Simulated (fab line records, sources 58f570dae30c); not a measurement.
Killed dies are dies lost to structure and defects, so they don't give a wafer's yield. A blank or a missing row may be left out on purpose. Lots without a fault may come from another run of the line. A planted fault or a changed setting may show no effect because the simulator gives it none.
Chamber matching | flow berkeley_cmos170 | UCB170_M2_ETCH_17 on rie_diel-02: 3 sister chambers
The step etches BARC in N2/H2. 14 wafers are shown with their chamber, then 6 later ones without.

WAFERS WITH THEIR CHAMBER
wafer  | chamber | throttle_valve_pct (%) | oes_product_au (a.u.)
L388.4 | 2       | 13.40                  | 1.004
L388.5 | 1       | 13.60                  | 1.015
L388.6 | 3       | 13.18                  | 1.043
L392.1 | 2       | 13.40                  | 0.997
L392.5 | 2       | 13.41                  | 0.996
L392.6 | 1       | 13.61                  | 1.021
L395.4 | 2       | 13.40                  | 1.000
L395.5 | 1       | 13.60                  | 1.014
L395.6 | 3       | 13.19                  | 1.044
L397.1 | 3       | 13.21                  | 1.052
L397.5 | 2       | 13.41                  | 0.988
L397.6 | 3       | 13.20                  | 1.048
L400.1 | 1       | 13.62                  | 1.016
L400.3 | 2       | 13.40                  | 0.983

SIGNATURES (means of the wafers above)
reading            | chamber 1 | chamber 2 | chamber 3 | scatter within a chamber
throttle_valve_pct | 13.6075   | 13.4033   | 13.1950   | 0.00909
oes_product_au     | 1.01650   | 0.99467   | 1.04675   | 0.0059
Rule: a wafer's distance from a chamber is the root of the sum, over the readings, of the square of ((its reading less the chamber's mean) divided by the reading's scatter). The wafer belongs to the nearest chamber; if the next one is less than 2 further off, it can't be placed. The scatter: the root of (the sum of the squares of (reading less its chamber's mean) over the shown wafers, divided by (wafers less chambers)).

WAFERS WITHOUT THEIR CHAMBER
wafer  | throttle_valve_pct (%) | oes_product_au (a.u.)
L400.5 | 13.62                  | 1.009
L402.1 | 13.39                  | 0.997
L402.2 | 13.19                  | 1.039
L402.5 | 13.19                  | 1.045
L404.2 | 13.18                  | 1.042
L404.3 | 13.42                  | 0.998

WHICH CHAMBER EACH WENT THROUGH
wafer  | from the rows above | in truth
L400.5 | 1                   | 1
L402.1 | 2                   | 2
L402.2 | 3                   | 3
L402.5 | 3                   | 3
L404.2 | 3                   | 3
L404.3 | 2                   | 2
Placed correctly: 6 of 6. Can't be placed from these rows: 0. Placed wrongly: 0.
